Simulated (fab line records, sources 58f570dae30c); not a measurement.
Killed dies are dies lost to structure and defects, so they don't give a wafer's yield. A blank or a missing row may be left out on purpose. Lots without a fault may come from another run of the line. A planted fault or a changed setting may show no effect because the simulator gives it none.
One fault seen from 2 desks | flow berkeley_cmos170 | each desk has only its own numbers; what lay behind them comes last

THE TOOL OWNER'S DESK: implanter-02
The tool's own readings at UCB170_PFIELD_IMPLANT_07: means of the sampled wafers that have a number, for each lot that ran on this tool. A lot is out of limits, marked OUT, if its mean lies more than 4 standard deviations from the usual mean; the brackets give that distance.
Columns: A = beam_energy_keV at UCB170_PFIELD_IMPLANT_07, usual 80.000; B = tilt_deg at UCB170_PFIELD_IMPLANT_07, usual 6.998 degrees
lot  | first seen here | A                        | B
L652 | day 5 18:56     | 79.978                   | 6.982
L668 | day 8 21:12     | 90.429 (+99 or more) OUT | 7.022
L669 | day 9 05:37     | 90.425 (+99 or more) OUT | 7.003
This desk's finding: out of limits on L668, L669; first on L668, day 8 21:12 (beam_energy_keV at UCB170_PFIELD_IMPLANT_07). In limits: L652.

THE METROLOGY DESK
What the gauges read, lot by lot, whatever tool the lot ran on: means of the sampled wafers that have a number. A lot is out of limits, marked OUT, if its mean lies more than 4 standard deviations from the usual mean; the brackets give that distance.
Columns: A = ACTIVE_OVL at UCB170_ACTIVE_OVL_MEAS_14, usual 1 nm; B = cd_nm at UCB170_ACTIVE_CD_MEAS_90, usual 1200.3 nm; C = PFIELD_OVL at UCB170_PFIELD_OVL_MEAS_06, usual 0 nm
lot  | first seen here | A  | B      | C
L652 | day 5 16:08     | 1  | 1200.7 | 8
L660 | day 7 06:59     | 2  | 1200.3 | 1
L668 | day 8 19:00     | 2  | 1201.7 | -7
L671 | day 9 00:16     | 5  | 1198.4 | -3
L669 | day 9 00:56     | 6  | 1200.2 | -3
L673 | day 9 13:23     | -5 | 1200.8 | -2
This desk's finding: nothing out of limits on any of the 6 lots.

PUT TOGETHER
The tool owner's desk could have raised an alarm at day 8 21:12, on L668, L669.
The metrology desk saw nothing out of limits.
The metrology desk has L668, L669 on record, within its limits.
Of the lots named, all ran UCB170_PFIELD_IMPLANT_07 on implanter-02.

WHAT THE SIMULATOR HAD PUT IN
Process parameter drift: implanter-02, from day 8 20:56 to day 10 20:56, at UCB170_PFIELD_IMPLANT_07. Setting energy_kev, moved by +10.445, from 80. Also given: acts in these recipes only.
Lots struck among those shown: L668, L669.
Hours from the fault's start to each desk's first reading out of limits: the tool owner's desk, 0.
